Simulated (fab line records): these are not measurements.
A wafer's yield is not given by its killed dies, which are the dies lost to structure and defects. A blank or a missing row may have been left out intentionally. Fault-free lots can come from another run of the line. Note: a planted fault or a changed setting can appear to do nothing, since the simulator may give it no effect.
Which tool is to blame? + flow ritCmos + Sampling: 14 lots, 42 wafers, 5 of 202 route steps

## WHAT EACH GAUGE READ, for each wafer
RIT_ACTIVE_BOW_MEAS_00. Usual: INCOMING_BOW gives 0 um (standard deviation 6.3).
| lot  | measured    | on           | INCOMING_BOW (um) | flag |
|------|-------------|--------------|-------------------|------|
| L966 | day 1 15:01 | filmMetro-04 | 1 -10 -12         |      |
| L967 | day 1 20:02 | filmMetro-04 | 0 7 8             |      |
| L968 | day 2 01:01 | filmMetro-02 | -7 0 -9           |      |
| L970 | day 2 11:02 | filmMetro-02 | 4 4 0             |      |
| L971 | day 2 16:02 | filmMetro-02 | -3 0 -1           |      |
| L972 | day 2 21:01 | filmMetro-01 | 6 -2 -8           |      |
| L973 | day 3 02:00 | filmMetro-04 | -2 0 19           |      |
| L974 | day 3 07:02 | filmMetro-02 | 2 -1 -2           |      |
| L976 | day 3 17:01 | filmMetro-01 | 9 -8 -17          |      |
| L977 | day 3 22:02 | filmMetro-01 | -1 7 0            |      |
| L980 | day 4 13:00 | filmMetro-01 | 9 6 3             |      |
| L984 | day 5 09:01 | filmMetro-02 | 2 -4 17           |      |
| L985 | day 5 14:01 | filmMetro-04 | -15 2 2           |      |
| L987 | day 6 00:00 | filmMetro-04 | -9 8 1            |      |

RIT_NWELL_OVL_MEAS_06. Usual: NWELL_OVL gives 0.9 nm (standard deviation 1.3).
| lot  | measured    | on         | NWELL_OVL (nm) | flag |
|------|-------------|------------|----------------|------|
| L966 | day 2 03:46 | overlay-02 | -0.1 1.2 0.4   |      |
| L967 | day 2 06:25 | overlay-01 | 0.6 -1.8 -0.4  |      |
| L968 | day 2 12:46 | overlay-02 | 2.0 1.2 1.7    |      |
| L970 | day 2 21:20 | overlay-02 | 0.7 2.5 0.9    |      |
| L971 | day 3 04:32 | overlay-01 | -1.1 -1.3 -0.5 |      |
| L972 | day 3 08:56 | overlay-02 | -1.0 0.6 -0.6  |      |
| L973 | day 3 14:01 | overlay-02 | 3.4 1.4 0.5    |      |
| L974 | day 3 17:58 | overlay-02 | 2.9 1.1 2.0    |      |
| L976 | day 4 05:38 | overlay-02 | 1.6 1.0 0.1    |      |
| L977 | day 4 09:35 | overlay-01 | 2.5 2.6 0.7    |      |
| L980 | day 5 01:26 | overlay-02 | 1.6 0.3 1.7    |      |
| L984 | day 5 20:27 | overlay-02 | 3.0 2.0 2.5    |      |
| L985 | day 6 02:18 | overlay-01 | 1.6 1.7 2.2    |      |
| L987 | day 6 13:04 | overlay-02 | 0.8 -0.7 1.5   |      |

RIT_PLDD_TW_MEAS_10. Usual: PLDD_TW gives 2351 (standard deviation 12).
| lot  | measured    | on           | PLDD_TW        | flag |
|------|-------------|--------------|----------------|------|
| L966 | day 3 01:55 | filmMetro-01 | 2353 2326 2348 |      |
| L967 | day 3 07:13 | filmMetro-04 | 2366 2369 2379 |      |
| L968 | day 3 12:23 | filmMetro-02 | 2351 2350 2353 |      |
| L970 | day 3 20:07 | filmMetro-02 | 2371 2349 2367 |      |
| L971 | day 4 04:22 | filmMetro-01 | 2351 2346 2357 |      |
| L972 | day 4 11:04 | filmMetro-01 | 2347 2338 2348 |      |
| L973 | day 4 13:28 | filmMetro-01 | 2356 2339 2337 |      |
| L974 | day 4 16:56 | filmMetro-04 | 2343 2362 2359 |      |
| L976 | day 5 07:56 | filmMetro-01 | 2332 2322 2332 |      |
| L977 | day 5 10:59 | filmMetro-04 | 2360 2361 2376 |      |
| L980 | day 6 00:41 | filmMetro-02 | 2361 2360 2359 |      |
| L984 | day 7 10:32 | filmMetro-01 | 2268 2290 2262 | OFF  |
| L985 | day 7 21:32 | filmMetro-02 | 2236 2373 2180 | OFF  |
| L987 | day 8 07:20 | filmMetro-04 | 2351 2357 2370 |      |

RIT_SDANNEAL_RS_MEAS_06: measurement is done with a four-point probe. Usual: PLDD_RS gives 179.6 ohm/sq (standard deviation 0.41).
| lot  | measured    | on           | PLDD_RS (ohm/sq)  | flag |
|------|-------------|--------------|-------------------|------|
| L966 | day 3 08:36 | filmMetro-04 | 179.2 179.0 179.8 |      |
| L967 | day 3 13:35 | filmMetro-01 | 179.4 179.6 179.7 |      |
| L968 | day 3 19:01 | filmMetro-04 | 180.1 179.3 179.5 |      |
| L970 | day 4 02:28 | filmMetro-04 | 179.8 180.1 180.0 |      |
| L971 | day 4 10:35 | filmMetro-02 | 179.6 179.3 179.6 |      |
| L972 | day 4 17:25 | filmMetro-02 | 179.4 179.4 179.4 |      |
| L973 | day 4 19:47 | filmMetro-02 | 180.0 179.6 179.8 |      |
| L974 | day 4 23:09 | filmMetro-04 | 179.4 179.8 179.4 |      |
| L976 | day 5 15:08 | filmMetro-01 | 179.6 180.3 179.4 |      |
| L977 | day 5 18:11 | filmMetro-01 | 179.2 179.4 179.6 |      |
| L980 | day 6 07:01 | filmMetro-04 | 180.1 179.9 179.9 |      |
| L984 | day 7 16:53 | filmMetro-01 | 182.1 181.3 181.8 | OFF  |
| L985 | day 8 03:38 | filmMetro-01 | 182.9 181.0 183.9 | OFF  |
| L987 | day 8 16:03 | filmMetro-04 | 179.3 179.8 179.9 |      |

## WHAT TOOL EACH LOT RAN ON (gives the tool, then ch and the chambers of the sampled wafers, and finally the start)
| lot  | RIT_PLDD_IMPLANT_08            |
|------|--------------------------------|
| L966 | implanter-01 ch 0, day 3 01:36 |
| L967 | implanter-01 ch 0, day 3 06:55 |
| L968 | implanter-03 ch 0, day 3 12:04 |
| L970 | implanter-03 ch 0, day 3 19:49 |
| L971 | implanter-01 ch 0, day 4 04:04 |
| L972 | implanter-02 ch 0, day 4 10:46 |
| L973 | implanter-03 ch 0, day 4 13:08 |
| L974 | implanter-01 ch 0, day 4 16:39 |
| L976 | implanter-01 ch 0, day 5 07:38 |
| L977 | implanter-01 ch 0, day 5 10:41 |
| L980 | implanter-03 ch 0, day 6 00:22 |
| L984 | implanter-01 ch 0, day 7 10:14 |
| L985 | implanter-01 ch 0, day 7 21:14 |
| L987 | implanter-03 ch 0, day 8 07:01 |
- RIT_PLDD_IMPLANT_08

## WHAT THE TOOLS THEMSELVES READ (means of the sampled wafers that have a number; where no wafer has one, the mark that the record gives instead)
RIT_PLDD_IMPLANT_08. Usual: doseIonsCm2 8.892e+14, standard deviation 9e+11; endStationPressureTorr 7.2e-06 Torr, standard deviation 4.1e-07.
| lot  | tool         | doseIonsCm2 | endStationPressureTorr (Torr) | flag |
|------|--------------|-------------|-------------------------------|------|
| L966 | implanter-01 | 8.887e+14   | 7.0e-06                       |      |
| L967 | implanter-01 | 8.884e+14   | 7.0e-06                       |      |
| L968 | implanter-03 | 8.887e+14   | 7.2e-06                       |      |
| L970 | implanter-03 | 8.901e+14   | 7.2e-06                       |      |
| L971 | implanter-01 | 8.887e+14   | 7.0e-06                       |      |
| L972 | implanter-02 | 8.887e+14   | 7.3e-06                       |      |
| L973 | implanter-03 | 8.894e+14   | 7.0e-06                       |      |
| L974 | implanter-01 | 8.886e+14   | 7.3e-06                       |      |
| L976 | implanter-01 | 8.887e+14   | 7.1e-06                       |      |
| L977 | implanter-01 | 8.901e+14   | 7.4e-06                       |      |
| L980 | implanter-03 | 8.882e+14   | 7.0e-06                       |      |
| L984 | implanter-01 | 8.883e+14   | 7.5e-06                       |      |
| L985 | implanter-01 | 8.885e+14   | 7.3e-06                       |      |
| L987 | implanter-03 | 8.893e+14   | 7.2e-06                       |      |

## THE ANSWER, worked out from the rows above alone
Rule: a lot is off if the mean of its wafers that have a number lies more than 3 standard deviations from the usual mean. Also off: a lot with no number at a reading for which 4 or more lots have one. The other lots that the step has rows for count as sound. Order of review: gauges by route order, followed by the tools' own readings, for which a lot's mean as printed above is used. At the first step where some lot is off, the reading lying furthest off is the one used; lots without a number count as furthest.
Off: at RIT_PLDD_TW_MEAS_10 (PLDD_TW), L984, L985.
A tool fits if, at a process step before that reading, it ran every lot that is off, and no sound lot after the first of them. The gauges at RIT_PLDD_TW_MEAS_10 are tried like those tools. One fits: RIT_PLDD_IMPLANT_08 on implanter-01. A fault onset in the window from L977 (day 5 10:41, its last sound lot) to L984 (day 7 10:14, its first lot off) fits.

## WHAT THE SIMULATOR HAD PUT IN
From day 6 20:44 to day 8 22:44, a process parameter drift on implanter-01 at RIT_PLDD_IMPLANT_08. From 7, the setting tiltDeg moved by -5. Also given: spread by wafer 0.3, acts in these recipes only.
Shown lots that were struck: L984, L985. The same result came from the rule above.
